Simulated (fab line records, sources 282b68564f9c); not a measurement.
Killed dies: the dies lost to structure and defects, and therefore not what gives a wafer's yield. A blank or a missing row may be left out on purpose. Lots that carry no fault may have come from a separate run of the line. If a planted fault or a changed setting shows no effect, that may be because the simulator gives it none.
fab line records	flow rit-cmos
[record] lots = 14	wafers = 42	last-day = 8
route steps=202 shown PWELL@48 NRETRO@61 NLDD@113 CONTACT@179
lots that met no fault: taken from a fault-free run of the same line
start-h: the number of hours between the record's first day and the start of the first shown wafer of the lot	wait-h: hours since the lot's step before	" as in the row above	L1.1+2: several wafers, shown together as one row	- no value, or no start was given	* or withheld: withheld	< > ~ a bound
route shown NAME@n: NAME is a module with steps in the file, n the number in the route of the first one	usual: average and standard deviation across the fault-free wafers	same: alike in all rows	chamber/n: place in a boat	sites: per-site readings	_std_site: standard deviation of those values	_edge_site: inner sites' mean taken away from outer sites' mean	radius-mm: how far each site lies from the wafer's centre	mask NAME#n: copy n	behind: the last tool/chamber to shape the wafer	hold: the reason the lot was held/the length of the hold in hours/how it ended	device: transistor that didn't switch, given as n, p or np	end of line: at the end of the route, the tests of the same wafers	where a step has no rows: the recipe by itself	killed: dies that structure and defects cost at the first sort, which is not the same as the wafer's yield	map: the dies of a wafer, with x for killed, . for not killed, _ for no die there
set.NAME: the setting that was run; set.NAME@STEP: the one run at that earlier step	model.NAME: the simulator's own value behind a step, which no gauge read
route steps across a sampled set of lots; one table per step, one row per wafer
services: the hour from which a tool's chamber was out of use, counted from the record's first day as start-h (under 0 if before that day), plus the number of hours and why
[[steps]]
[step RIT_PWELL_STRIP_09]
[recipe] chemistry = O2	time-s = 180	resist = NOVOLAK	platen-temp-c = withheld	power-w = 500	pressure-mtorr = 4000	o2-flow-sccm = 4000
[usual] drypump-motor-current-A = 5.81/0.3	rf-refl-power-W = 6.8/1.3
[same] time-s = 180
lot.wafer	tool	chamber	start-h	wait-h	drypump-motor-current-A	rf-hours-counter-h	rf-refl-power-W
L212.2	plasma-asher-03	0	32.41	0.1	5.99	24	6.7
L212.4	"	1	"	"	5.32	-	9.1
L212.6	"	1	"	"	5.31	-	9.4
L213.1	plasma-asher-04	0	36.05	0.1	5.43	38	5.5
L213.3	"	0	"	"	5.42	-	5.6
L213.6	"	1	"	"	5.61	-	8.8
L214.1	plasma-asher-02	0	38.98	0.1	6.14	40	6.2
L214.3	"	1	"	"	5.91	-	6.1
L214.6	"	0	"	"	6.15	-	5.9
L215.1	plasma-asher-03	1	43.65	0.1	5.32	26	9.3
L215.5	"	0	"	"	5.95	-	6.5
L215.6	"	1	"	"	5.33	-	9.6
L217.2	plasma-asher-02	0	52.54	0.1	6.14	41	6.0
L217.4	"	0	"	"	6.16	-	5.9
L217.6	"	1	"	"	5.91	-	6.0
L218.2	plasma-asher-04	0	60.61	0.1	5.42	40	5.5
L218.3	"	0	"	"	5.43	-	5.4
L218.4	"	1	"	"	5.65	-	9.1
L221.1	plasma-asher-03	1	76.47	0.1	5.32	29	9.3
L221.3	"	1	"	"	5.33	-	9.3
L221.6	"	0	"	"	6.00	-	6.5
L220.3	plasma-asher-02	0	76.80	0.1	6.14	-	5.8
L220.4	"	1	"	"	5.92	-	6.3
L220.6	"	1	"	"	5.92	-	5.8
L222.2	plasma-asher-02	0	83.34	0.1	6.17	44	5.9
L222.3	"	0	"	"	6.20	-	5.9
L222.6	"	1	"	"	5.90	-	6.3
L223.2	plasma-asher-02	0	84.60	0.1	6.15	44	6.0
L223.3	"	0	"	"	6.17	-	6.0
L223.4	"	1	"	"	5.90	-	6.2
L228.3	plasma-asher-02	0	111.55	0.1	6.13	-	5.9
L228.4	"	1	"	"	5.90	-	6.1
L228.5	"	1	"	"	5.90	-	6.0
L232.1	plasma-asher-02	1	129.07	0.1	5.91	50	6.2
L232.3	"	1	"	"	5.91	-	6.1
L232.5	"	1	"	"	5.92	-	6.1
L233.1	plasma-asher-03	0	137.31	0.1	5.95	36	6.4
L233.2	"	1	"	"	5.32	36	9.8
L233.4	"	0	"	"	5.98	-	6.6
L234.1	plasma-asher-03	1	140.26	0.1	5.31	36	9.3
L234.2	"	0	"	"	6.01	36	6.4
L234.6	"	1	"	"	5.32	-	9.1
[step RIT_NRETRO_IMPLANT_08]
[recipe] species = P	energy-kev = 70	dose-cm2 = 1e+13	tilt-deg = 7
[usual] beam-energy-keV = 70.001/0.023	dose-ions-cm2 = 1e+13/8.7e+09	end-station-pressure-torr = 5.02e-06/2.6e-07	faraday-current-uA = 31.8/0.67
[same] implant-ion-amu = 31
lot.wafer	tool	chamber	start-h	wait-h	beam-energy-keV	dose-ions-cm2	end-station-pressure-torr	faraday-current-uA
L212.2	implanter-04	0	39.83	0.2	70.044	9.978e+12	4.71e-06	32.0
L212.4	"	0	"	"	70.015	1.0016e+13	5.04e-06	32.2
L212.6	"	0	"	"	69.993	9.993e+12	4.82e-06	31.7
L213.1	implanter-01	0	43.92	0.2	69.988	1e+13	4.99e-06	32.4
L213.3	"	0	"	"	69.994	9.993e+12	4.79e-06	31.5
L213.6	"	0	"	"	69.976	9.993e+12	5.23e-06	33.2
L214.1	implanter-04	0	46.29	0.2	70.010	9.994e+12	4.98e-06	30.8
L214.3	"	0	"	"	70.031	9.985e+12	5.43e-06	31.2
L214.6	"	0	"	"	70.016	1.0008e+13	4.54e-06	31.0
L215.1	implanter-04	0	51.29	0.2	70.028	9.993e+12	5.09e-06	31.3
L215.5	"	0	"	"	70.066	1.0003e+13	5.31e-06	30.0
L215.6	"	0	"	"	70.040	9.988e+12	4.91e-06	31.4
L217.2	implanter-04	0	59.38	0.2	70.055	1.0007e+13	4.96e-06	31.5
L217.4	"	0	"	"	70.029	9.996e+12	5.13e-06	31.8
L217.6	"	0	"	"	70.032	1.001e+13	5.18e-06	31.3
L218.2	implanter-04	0	70.05	0.2	70.000	9.99e+12	5.5e-06	31.4
L218.3	"	0	"	"	70.012	1.0004e+13	4.96e-06	31.3
L218.4	"	0	"	"	70.003	9.994e+12	4.66e-06	32.0
L221.1	implanter-01	0	84.13	0.2	69.974	9.992e+12	4.96e-06	32.4
L221.3	"	0	"	"	69.995	1.0005e+13	5.27e-06	31.7
L221.6	"	0	"	"	69.957	9.996e+12	4.91e-06	32.6
L220.3	implanter-02	0	84.25	0.2	69.977	9.982e+12	5.05e-06	30.9
L220.4	"	0	"	"	69.981	9.995e+12	5.02e-06	31.9
L220.6	"	0	"	"	70.024	9.991e+12	5.14e-06	32.2
L222.2	implanter-01	0	90.28	0.2	70.001	9.983e+12	4.38e-06	31.8
L222.3	"	0	"	"	69.992	1.0004e+13	5.19e-06	31.9
L222.6	"	0	"	"	69.955	1.0001e+13	5.27e-06	31.1
L223.2	implanter-04	0	91.48	0.2	69.965	1e+13	4.91e-06	32.1
L223.3	"	0	"	"	69.996	1.0007e+13	4.67e-06	31.6
L223.4	"	0	"	"	69.988	1.0012e+13	5.41e-06	31.1
L228.3	implanter-02	0	118.52	0.2	69.990	1.0001e+13	5.19e-06	32.2
L228.4	"	0	"	"	69.976	9.995e+12	5.24e-06	31.8
L228.5	"	0	"	"	69.998	1.0019e+13	4.98e-06	31.3
L232.1	implanter-01	0	138.39	0.2	69.987	9.993e+12	4.73e-06	33.5
L232.3	"	0	"	"	70.020	9.999e+12	4.98e-06	32.2
L232.5	"	0	"	"	70.017	9.996e+12	5.26e-06	31.7
L233.1	implanter-04	0	144.16	0.2	69.979	9.9979e+13	5.56e-06	326.7
L233.2	"	0	"	"	69.951	9.9989e+13	5.43e-06	314.8
L233.4	"	0	"	"	69.955	1e+14	5.38e-06	316.6
L234.1	implanter-04	0	150.44	0.2	70.002	9.9995e+13	5.47e-06	308.4
L234.2	"	0	"	"	69.970	9.9997e+13	5.23e-06	333.8
L234.6	"	0	"	"	70.012	1.0001e+14	5.32e-06	323.6
[step RIT_NRETRO_TW_MEAS_10]
[usual] NRETRO_TW = 1046/9
lot.wafer	tool	chamber	start-h	wait-h	NRETRO_TW
L212.2	film-metro-02	-	40.14	0.1	1052
L212.4	"	-	"	"	1053
L212.6	"	-	"	"	1044
L213.1	film-metro-02	-	44.24	0.1	1047
L213.3	"	-	"	"	1045
L213.6	"	-	"	"	1034
L214.1	film-metro-02	-	46.61	0.1	1042
L214.3	"	-	"	"	1049
L214.6	"	-	"	"	1046
L215.1	film-metro-02	-	51.61	0.1	1041
L215.5	"	-	"	"	1043
L215.6	"	-	"	"	1045
L217.2	film-metro-02	-	59.69	0.1	1041
L217.4	"	-	"	"	1042
L217.6	"	-	"	"	1040
L218.2	film-metro-03	-	70.36	0.1	1042
L218.3	"	-	"	"	1040
L218.4	"	-	"	"	1041
L221.1	film-metro-03	-	84.45	0.1	1038
L221.3	"	-	"	"	1039
L221.6	"	-	"	"	1031
L220.3	film-metro-02	-	84.55	0.1	1040
L220.4	"	-	"	"	1040
L220.6	"	-	"	"	1052
L222.2	film-metro-01	-	90.59	0.1	1067
L222.3	"	-	"	"	1067
L222.6	"	-	"	"	1069
L223.2	film-metro-03	-	91.79	0.1	1033
L223.3	"	-	"	"	1032
L223.4	"	-	"	"	1036
L228.3	film-metro-01	-	118.82	0.1	1064
L228.4	"	-	"	"	1059
L228.5	"	-	"	"	1064
L232.1	film-metro-03	-	138.71	0.1	1035
L232.3	"	-	"	"	1048
L232.5	"	-	"	"	1044
L233.1	film-metro-02	-	144.48	0.1	2174
L233.2	"	-	"	"	2168
L233.4	"	-	"	"	2172
L234.1	film-metro-03	-	150.77	0.1	2156
L234.2	"	-	"	"	2170
L234.6	"	-	"	"	2165
[step RIT_NLDD_TW_MEAS_10]
[usual] NLDD_TW = 2494/24
lot.wafer	tool	chamber	start-h	wait-h	NLDD_TW
L212.2	film-metro-03	-	53.76	0.1	2474
L212.4	"	-	"	"	2470
L212.6	"	-	"	"	2463
L213.1	film-metro-03	-	57.34	0.1	2458
L213.3	"	-	"	"	2449
L213.6	"	-	"	"	2462
L214.1	film-metro-02	-	60.51	0.1	2468
L214.3	"	-	"	"	2474
L214.6	"	-	"	"	2470
L215.1	film-metro-01	-	72.71	0.1	2520
L215.5	"	-	"	"	2509
L215.6	"	-	"	"	2509
L217.2	film-metro-01	-	79.23	0.1	2524
L217.4	"	-	"	"	2503
L217.6	"	-	"	"	2519
L218.2	film-metro-02	-	82.93	0.1	2477
L218.3	"	-	"	"	2479
L218.4	"	-	"	"	2470
L221.1	film-metro-01	-	99.26	0.1	2518
L221.3	"	-	"	"	2513
L221.6	"	-	"	"	2505
L220.3	film-metro-03	-	101.58	0.1	2448
L220.4	"	-	"	"	2459
L220.6	"	-	"	"	2466
L222.2	film-metro-01	-	103.26	0.1	2505
L222.3	"	-	"	"	2504
L222.6	"	-	"	"	2502
L223.2	film-metro-02	-	106.31	0.1	2486
L223.3	"	-	"	"	2477
L223.4	"	-	"	"	2490
L228.3	film-metro-02	-	133.63	0.1	2463
L228.4	"	-	"	"	2459
L228.5	"	-	"	"	2458
L232.1	film-metro-02	-	159.33	0.1	2483
L232.3	"	-	"	"	2464
L232.5	"	-	"	"	2486
L233.1	film-metro-01	-	163.19	0.1	2514
L233.2	"	-	"	"	2512
L233.4	"	-	"	"	2509
L234.1	film-metro-01	-	165.92	0.1	2504
L234.2	"	-	"	"	2521
L234.6	"	-	"	"	2517
[step RIT_CONTACT_ETCH_11]
[recipe] target-depth-a = 4800	over-etch-frac = 0.2	stop-on = TiSi2	chemistry = CHF3/CF4/Ar	target = SiO2	CHF3_flow_sccm = 50	cf4-flow-sccm = 10	Ar_flow_sccm = 100	O2_flow_sccm = 5	pressure-mtorr = 100	rf-w = 200	time-s = 320
[usual] drypump-motor-current-A = 6.0/0.49	oes-product-au = 0.991/0.016	throttle-valve-pct = 8.93/0.13
[same] over-etch-frac = 0.2	time-s = 320
lot.wafer	tool	chamber	start-h	wait-h	drypump-motor-current-A	oes-product-au	rf-hours-counter-h	throttle-valve-pct
L212.2	rie-diel-03	0	64.40	0.1	6.5	0.975	94	9.04
L212.4	"	3	"	"	6.5	0.985	110	8.95
L212.6	"	3	"	"	6.4	0.985	-	8.93
L213.1	rie-diel-02	1	69.24	0.1	6.1	1.019	151	8.72
L213.3	"	3	"	"	6.1	1.017	105	8.98
L213.6	"	2	"	"	5.3	1.002	-	9.00
L214.1	rie-diel-03	0	71.10	0.1	6.5	0.983	94	9.03
L214.3	"	1	"	"	6.2	0.987	52	8.91
L214.6	"	2	"	"	5.4	0.977	-	9.19
L215.1	rie-diel-03	0	84.44	0.1	6.5	0.994	94	9.05
L215.5	"	3	"	"	6.4	0.997	-	8.93
L215.6	"	0	"	"	6.5	0.990	-	9.05
L217.2	rie-diel-03	3	89.99	0.1	6.5	0.989	110	8.94
L217.4	"	1	"	"	6.2	0.992	52	8.92
L217.6	"	2	"	"	5.4	0.967	-	9.20
L218.2	rie-diel-02	0	93.19	0.1	5.6	0.977	82	8.86
L218.3	"	2	"	"	5.3	0.999	85	9.02
L218.4	"	1	"	"	6.1	1.022	152	8.74
L221.1	rie-diel-04	2	109.52	0.1	6.6	1.009	31	8.79
L221.3	"	3	"	"	5.5	0.974	60	8.79
L221.6	"	3	"	"	5.5	0.967	-	8.79
L220.3	rie-diel-02	2	111.91	0.1	5.4	0.991	85	9.02
L220.4	"	0	"	"	5.6	0.981	82	8.87
L220.6	"	1	"	"	6.1	1.022	-	8.72
L222.2	rie-diel-04	3	113.72	0.1	5.5	0.976	60	8.80
L222.3	"	1	"	"	6.7	0.983	66	8.86
L222.6	"	2	"	"	6.6	1.007	-	8.80
L223.2	rie-diel-03	2	116.54	0.1	5.4	0.974	4	9.20
L223.3	"	1	"	"	6.2	0.993	53	8.91
L223.4	"	3	"	"	6.4	0.990	-	8.93
L228.3	rie-diel-04	1	143.57	0.1	6.7	0.974	67	8.85
L228.4	"	3	"	"	5.5	0.964	61	8.81
L228.5	"	0	"	"	5.8	1.001	-	8.95
L232.1	rie-diel-04	3	169.20	0.1	5.5	0.966	61	8.79
L232.3	"	0	"	"	5.8	1.007	1	8.95
L232.5	"	3	"	"	5.5	0.970	-	8.80
L233.1	rie-diel-02	0	173.32	0.1	5.6	0.970	83	8.89
L233.2	"	1	"	"	6.1	0.994	0	8.75
L233.4	"	2	"	"	5.3	1.001	86	9.03
L234.1	rie-diel-03	3	176.78	0.1	6.4	0.990	112	8.93
L234.2	"	0	"	"	6.5	0.990	95	9.05
L234.6	"	2	"	"	5.5	0.977	-	9.18
[[services]]
tool	chamber	start-h	hours	kind
rie-diel-04	3	46.71	8.7	repair
plasma-asher-04	-	49.04	2.8	pm
implanter-02	-	65.25	1.1	repair
plasma-asher-04	-	85.90	2.0	repair
plasma-asher-04	-	89.52	2.1	repair
rie-diel-02	-	92.53	0.3	repair
rie-diel-02	2	95.01	11.4	repair
rie-diel-04	0	98.92	-	clean
rie-diel-04	0	98.92	19.9	scheduled-down
rie-diel-04	0	98.92	19.9	vent-cycle
rie-diel-03	3	101.35	5.6	repair
rie-diel-03	0	104.54	33.8	repair
implanter-01	-	111.06	7.1	pm
rie-diel-03	1	125.62	6.0	repair
rie-diel-03	-	131.92	1.6	repair
rie-diel-03	1	135.44	12.9	repair
rie-diel-02	1	136.66	-	clean
rie-diel-02	1	136.66	17.9	scheduled-down
rie-diel-03	-	142.66	0.8	repair
implanter-02	-	146.01	7.7	repair
implanter-01	-	146.34	4.8	pm
implanter-02	-	146.70	2.6	repair
plasma-asher-03	-	173.98	4.1	repair
implanter-01	-	176.47	3.3	repair
[[key]]
[first-sign] step = RIT_NRETRO_IMPLANT_08	reading = dose-ions-cm2	direction = up	sigmas = 99+	usual = 1e+13	struck = 9.9995e+13
[effect] step = RIT_NRETRO_IMPLANT_08	reading = faraday-current-uA	direction = up	sigmas = 99+	usual = 31.8	struck = 320.7
[effect] step = RIT_NRETRO_TW_MEAS_10	reading = NRETRO_TW	direction = up	sigmas = 99+	usual = 1046	struck = 2167
met-at RIT_NRETRO_IMPLANT_08
struck-lots L233,L234
tester-left-out L233,L234
not-acting-at RIT_PWELL_STRIP_09,RIT_NLDD_TW_MEAS_10,RIT_CONTACT_ETCH_11
onset-between 91.48 144.16
[fault] kind = process-parameter-drift	tool = implanter-04	chamber = -	onset-h = 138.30	steps = RIT_NRETRO_IMPLANT_08	channel = dose-cm2	offset = 9e+13	shape = step	end-h = 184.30	acts-in = these-recipes-only	stated = 1e+13
// tester-left-out: of these lots the tester's yield and bins aren't shown, on N5 and GAA mostly nor the transistor test; their killed dies are dies lost to structure and defects alone, not to doping, threshold or leakage, so they don't give the yield
